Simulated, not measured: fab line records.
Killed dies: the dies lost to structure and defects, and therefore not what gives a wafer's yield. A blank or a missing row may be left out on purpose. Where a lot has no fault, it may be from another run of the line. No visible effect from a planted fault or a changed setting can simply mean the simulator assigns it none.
fab line records / flow rit_cmos
record: lots: 14 wafers: 42 last_day: 8
route steps=202 shown PSD@150
lots untouched by any fault: they come from a run of this same line in which no faults occurred
start_h: hours from the record's first day to the start of the lot's first wafer shown / wait_h: hours from the lot's prior step to this one / " unchanged from the row above / L1.1+2: one row covering several wafers at once / - no value, or no start given / * or withheld: withheld / < > ~ a bound
route shown NAME@n: names a module that has steps shown in the file, with the first one's number in the route / usual: mean/standard deviation of fault-free wafers / same: alike in all rows / chamber/n: place in a boat / sites: the reading at each site / _std_site: standard deviation of those values / _edge_site: the outer-site mean with the inner-site mean subtracted / radius_mm: for every site, how far away it sits from the centre of the wafer / mask NAME#n: copy n / behind: the most recent tool/chamber to have shaped the wafer / hold: why the lot went on hold/how many hours it stayed there/how the hold came to an end / device: which transistor (n, p or np) failed to switch / end of line: the same wafers' tests at the end of the route / a step with no rows: only its recipe / killed: dies lost to structure and defects at the first sort, not the wafer's yield / map: a wafer's dies, marking killed ones x, the rest . and places with no die _
set.NAME: the setting as run; set.NAME@STEP: as run at that earlier step / model.NAME: the simulator's own value behind a step, which no gauge read
steps of the route over a sample of lots; a table a step, a row a wafer
services: the hour from which a tool's chamber was out of use, counted from the record's first day as start_h (under 0 if before that day), plus the number of hours and why
== steps ==
step: RIT_PSD_IMPLANT_08
recipe: species: BF2 energy_kev: 27 dose_cm2: 5e+15 tilt_deg: 7
usual: dose_ions_cm2: 4.999e+15/6.5e+12
lot.wafer=L836.1 tool=implanter-03 chamber=0 start_h=57.10 wait_h=0.1 dose_ions_cm2=5e+15
lot.wafer=L836.3 tool=implanter-03 chamber=0 start_h=57.10 wait_h=0.1 dose_ions_cm2=5.002e+15
lot.wafer=L836.6 tool=implanter-03 chamber=0 start_h=57.10 wait_h=0.1 dose_ions_cm2=4.992e+15
lot.wafer=L838.1 tool=implanter-04 chamber=0 start_h=69.18 wait_h=0.1 dose_ions_cm2=4.996e+15
lot.wafer=L838.2 tool=implanter-04 chamber=0 start_h=69.18 wait_h=0.1 dose_ions_cm2=4.996e+15
lot.wafer=L838.4 tool=implanter-04 chamber=0 start_h=69.18 wait_h=0.1 dose_ions_cm2=4.993e+15
lot.wafer=L841.3 tool=implanter-03 chamber=0 start_h=89.79 wait_h=0.1 dose_ions_cm2=4.998e+15
lot.wafer=L841.4 tool=implanter-03 chamber=0 start_h=89.79 wait_h=0.1 dose_ions_cm2=5.001e+15
lot.wafer=L841.6 tool=implanter-03 chamber=0 start_h=89.79 wait_h=0.1 dose_ions_cm2=4.997e+15
lot.wafer=L842.2 tool=implanter-04 chamber=0 start_h=92.63 wait_h=0.1 dose_ions_cm2=5.003e+15
lot.wafer=L842.5 tool=implanter-04 chamber=0 start_h=92.63 wait_h=0.1 dose_ions_cm2=5.001e+15
lot.wafer=L842.6 tool=implanter-04 chamber=0 start_h=92.63 wait_h=0.1 dose_ions_cm2=5.003e+15
lot.wafer=L843.1 tool=implanter-04 chamber=0 start_h=96.54 wait_h=0.1 dose_ions_cm2=5.009e+15
lot.wafer=L843.2 tool=implanter-04 chamber=0 start_h=96.54 wait_h=0.1 dose_ions_cm2=5.004e+15
lot.wafer=L843.3 tool=implanter-04 chamber=0 start_h=96.54 wait_h=0.1 dose_ions_cm2=5e+15
lot.wafer=L844.2 tool=implanter-03 chamber=0 start_h=98.18 wait_h=0.1 dose_ions_cm2=4.999e+15
lot.wafer=L844.3 tool=implanter-03 chamber=0 start_h=98.18 wait_h=0.1 dose_ions_cm2=5e+15
lot.wafer=L844.6 tool=implanter-03 chamber=0 start_h=98.18 wait_h=0.1 dose_ions_cm2=5.013e+15
lot.wafer=L849.2 tool=implanter-04 chamber=0 start_h=123.87 wait_h=0.1 dose_ions_cm2=5e+15
lot.wafer=L849.3 tool=implanter-04 chamber=0 start_h=123.87 wait_h=0.1 dose_ions_cm2=5.007e+15
lot.wafer=L849.5 tool=implanter-04 chamber=0 start_h=123.87 wait_h=0.1 dose_ions_cm2=4.998e+15
lot.wafer=L851.1 tool=implanter-03 chamber=0 start_h=130.25 wait_h=0.1 dose_ions_cm2=4.999e+15
lot.wafer=L851.3 tool=implanter-03 chamber=0 start_h=130.25 wait_h=0.1 dose_ions_cm2=4.994e+15
lot.wafer=L851.5 tool=implanter-03 chamber=0 start_h=130.25 wait_h=0.1 dose_ions_cm2=5.004e+15
lot.wafer=L853.2 tool=implanter-03 chamber=0 start_h=136.94 wait_h=0.1 dose_ions_cm2=4.657e+15
lot.wafer=L853.4 tool=implanter-03 chamber=0 start_h=136.94 wait_h=0.1 dose_ions_cm2=4.659e+15
lot.wafer=L853.6 tool=implanter-03 chamber=0 start_h=136.94 wait_h=0.1 dose_ions_cm2=4.65e+15
lot.wafer=L855.1 tool=implanter-02 chamber=0 start_h=149.78 wait_h=0.1 dose_ions_cm2=5.001e+15
lot.wafer=L855.3 tool=implanter-02 chamber=0 start_h=149.78 wait_h=0.1 dose_ions_cm2=4.993e+15
lot.wafer=L855.6 tool=implanter-02 chamber=0 start_h=149.78 wait_h=0.1 dose_ions_cm2=4.996e+15
lot.wafer=L856.4 tool=implanter-03 chamber=0 start_h=151.82 wait_h=0.1 dose_ions_cm2=4.662e+15
lot.wafer=L856.5 tool=implanter-03 chamber=0 start_h=151.82 wait_h=0.1 dose_ions_cm2=4.657e+15
lot.wafer=L856.6 tool=implanter-03 chamber=0 start_h=151.82 wait_h=0.1 dose_ions_cm2=4.65e+15
lot.wafer=L857.2 tool=implanter-02 chamber=0 start_h=156.46 wait_h=0.1 dose_ions_cm2=4.996e+15
lot.wafer=L857.4 tool=implanter-02 chamber=0 start_h=156.46 wait_h=0.1 dose_ions_cm2=5.004e+15
lot.wafer=L857.5 tool=implanter-02 chamber=0 start_h=156.46 wait_h=0.1 dose_ions_cm2=5.003e+15
lot.wafer=L858.1 tool=implanter-02 chamber=0 start_h=165.47 wait_h=0.1 dose_ions_cm2=4.995e+15
lot.wafer=L858.3 tool=implanter-02 chamber=0 start_h=165.47 wait_h=0.1 dose_ions_cm2=5.001e+15
lot.wafer=L858.4 tool=implanter-02 chamber=0 start_h=165.47 wait_h=0.1 dose_ions_cm2=5.005e+15
lot.wafer=L859.2 tool=implanter-04 chamber=0 start_h=171.26 wait_h=0.1 dose_ions_cm2=5.007e+15
lot.wafer=L859.3 tool=implanter-04 chamber=0 start_h=171.26 wait_h=0.1 dose_ions_cm2=5.002e+15
lot.wafer=L859.6 tool=implanter-04 chamber=0 start_h=171.26 wait_h=0.1 dose_ions_cm2=5.018e+15
step: RIT_SDANNEAL_RS_MEAS_04
recipe: thk_meas_gauge: four-point-probe
usual: PSD_RS: 116.09/0.29
lot.wafer=L836.1 tool=film_metro-01 chamber=- start_h=57.91 wait_h=0.0 PSD_RS[ohm/sq]=115.88
lot.wafer=L836.3 tool=film_metro-01 chamber=- start_h=57.91 wait_h=0.0 PSD_RS[ohm/sq]=116.05
lot.wafer=L836.6 tool=film_metro-01 chamber=- start_h=57.91 wait_h=0.0 PSD_RS[ohm/sq]=116.11
lot.wafer=L838.1 tool=film_metro-02 chamber=- start_h=70.03 wait_h=0.0 PSD_RS[ohm/sq]=115.63
lot.wafer=L838.2 tool=film_metro-02 chamber=- start_h=70.03 wait_h=0.0 PSD_RS[ohm/sq]=115.97
lot.wafer=L838.4 tool=film_metro-02 chamber=- start_h=70.03 wait_h=0.0 PSD_RS[ohm/sq]=115.81
lot.wafer=L841.3 tool=film_metro-02 chamber=- start_h=90.59 wait_h=0.1 PSD_RS[ohm/sq]=116.11
lot.wafer=L841.4 tool=film_metro-02 chamber=- start_h=90.59 wait_h=0.1 PSD_RS[ohm/sq]=116.19
lot.wafer=L841.6 tool=film_metro-02 chamber=- start_h=90.59 wait_h=0.1 PSD_RS[ohm/sq]=115.79
lot.wafer=L842.2 tool=film_metro-01 chamber=- start_h=93.45 wait_h=0.1 PSD_RS[ohm/sq]=115.96
lot.wafer=L842.5 tool=film_metro-01 chamber=- start_h=93.45 wait_h=0.1 PSD_RS[ohm/sq]=116.25
lot.wafer=L842.6 tool=film_metro-01 chamber=- start_h=93.45 wait_h=0.1 PSD_RS[ohm/sq]=116.04
lot.wafer=L843.1 tool=film_metro-01 chamber=- start_h=97.37 wait_h=0.0 PSD_RS[ohm/sq]=116.13
lot.wafer=L843.2 tool=film_metro-01 chamber=- start_h=97.37 wait_h=0.0 PSD_RS[ohm/sq]=116.04
lot.wafer=L843.3 tool=film_metro-01 chamber=- start_h=97.37 wait_h=0.0 PSD_RS[ohm/sq]=116.66
lot.wafer=L844.2 tool=film_metro-02 chamber=- start_h=98.98 wait_h=0.1 PSD_RS[ohm/sq]=116.23
lot.wafer=L844.3 tool=film_metro-02 chamber=- start_h=98.98 wait_h=0.1 PSD_RS[ohm/sq]=115.33
lot.wafer=L844.6 tool=film_metro-02 chamber=- start_h=98.98 wait_h=0.1 PSD_RS[ohm/sq]=116.00
lot.wafer=L849.2 tool=film_metro-01 chamber=- start_h=124.69 wait_h=0.1 PSD_RS[ohm/sq]=116.82
lot.wafer=L849.3 tool=film_metro-01 chamber=- start_h=124.69 wait_h=0.1 PSD_RS[ohm/sq]=116.58
lot.wafer=L849.5 tool=film_metro-01 chamber=- start_h=124.69 wait_h=0.1 PSD_RS[ohm/sq]=116.27
lot.wafer=L851.1 tool=film_metro-03 chamber=- start_h=131.13 wait_h=0.0 PSD_RS[ohm/sq]=116.04
lot.wafer=L851.3 tool=film_metro-03 chamber=- start_h=131.13 wait_h=0.0 PSD_RS[ohm/sq]=116.31
lot.wafer=L851.5 tool=film_metro-03 chamber=- start_h=131.13 wait_h=0.0 PSD_RS[ohm/sq]=116.40
lot.wafer=L853.2 tool=film_metro-01 chamber=- start_h=137.78 wait_h=0.1 PSD_RS[ohm/sq]=116.96
lot.wafer=L853.4 tool=film_metro-01 chamber=- start_h=137.78 wait_h=0.1 PSD_RS[ohm/sq]=117.16
lot.wafer=L853.6 tool=film_metro-01 chamber=- start_h=137.78 wait_h=0.1 PSD_RS[ohm/sq]=116.91
lot.wafer=L855.1 tool=film_metro-03 chamber=- start_h=150.63 wait_h=0.0 PSD_RS[ohm/sq]=116.50
lot.wafer=L855.3 tool=film_metro-03 chamber=- start_h=150.63 wait_h=0.0 PSD_RS[ohm/sq]=116.22
lot.wafer=L855.6 tool=film_metro-03 chamber=- start_h=150.63 wait_h=0.0 PSD_RS[ohm/sq]=116.34
lot.wafer=L856.4 tool=film_metro-03 chamber=- start_h=152.68 wait_h=0.1 PSD_RS[ohm/sq]=116.60
lot.wafer=L856.5 tool=film_metro-03 chamber=- start_h=152.68 wait_h=0.1 PSD_RS[ohm/sq]=116.71
lot.wafer=L856.6 tool=film_metro-03 chamber=- start_h=152.68 wait_h=0.1 PSD_RS[ohm/sq]=116.76
lot.wafer=L857.2 tool=film_metro-03 chamber=- start_h=157.26 wait_h=0.1 PSD_RS[ohm/sq]=116.11
lot.wafer=L857.4 tool=film_metro-03 chamber=- start_h=157.26 wait_h=0.1 PSD_RS[ohm/sq]=116.11
lot.wafer=L857.5 tool=film_metro-03 chamber=- start_h=157.26 wait_h=0.1 PSD_RS[ohm/sq]=116.00
lot.wafer=L858.1 tool=film_metro-03 chamber=- start_h=166.28 wait_h=0.0 PSD_RS[ohm/sq]=116.27
lot.wafer=L858.3 tool=film_metro-03 chamber=- start_h=166.28 wait_h=0.0 PSD_RS[ohm/sq]=116.25
lot.wafer=L858.4 tool=film_metro-03 chamber=- start_h=166.28 wait_h=0.0 PSD_RS[ohm/sq]=116.17
lot.wafer=L859.2 tool=film_metro-03 chamber=- start_h=172.06 wait_h=0.1 PSD_RS[ohm/sq]=116.36
lot.wafer=L859.3 tool=film_metro-03 chamber=- start_h=172.06 wait_h=0.1 PSD_RS[ohm/sq]=116.06
lot.wafer=L859.6 tool=film_metro-03 chamber=- start_h=172.06 wait_h=0.1 PSD_RS[ohm/sq]=115.72
== services ==
tool=implanter-03 chamber=- start_h=50.66 hours=3.6 kind=pm
tool=implanter-02 chamber=- start_h=57.82 hours=3.9 kind=pm
tool=implanter-03 chamber=- start_h=77.11 hours=3.3 kind=repair
tool=implanter-03 chamber=- start_h=149.36 hours=2.2 kind=repair
tool=implanter-04 chamber=- start_h=150.02 hours=2.6 kind=pm
== key ==
first_sign: step: RIT_PSD_IMPLANT_08 reading: dose_ions_cm2 direction: down sigmas: 53 usual: 4.999e+15 struck: 4.656e+15
effect: step: RIT_SDANNEAL_RS_MEAS_04 reading: PSD_RS direction: up sigmas: 2.6 usual: 116.09 struck: 116.85
met_at RIT_PSD_IMPLANT_08
struck_lots L853,L856
tester_left_out L853,L856
onset_between 130.25 136.94
fault: kind: process_parameter_drift tool: implanter-03 chamber: - onset_h: 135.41 steps: RIT_PSD_IMPLANT_08 channel: dose_cm2 offset: -3.3903e+14 shape: step end_h: 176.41 acts_in: these_recipes_only stated: 5e+15
tester_left_out: of these lots the tester's yield and bins aren't shown, on N5 and GAA mostly nor the transistor test; their killed dies are dies lost to structure and defects alone, not to doping, threshold or leakage, so they don't give the yield
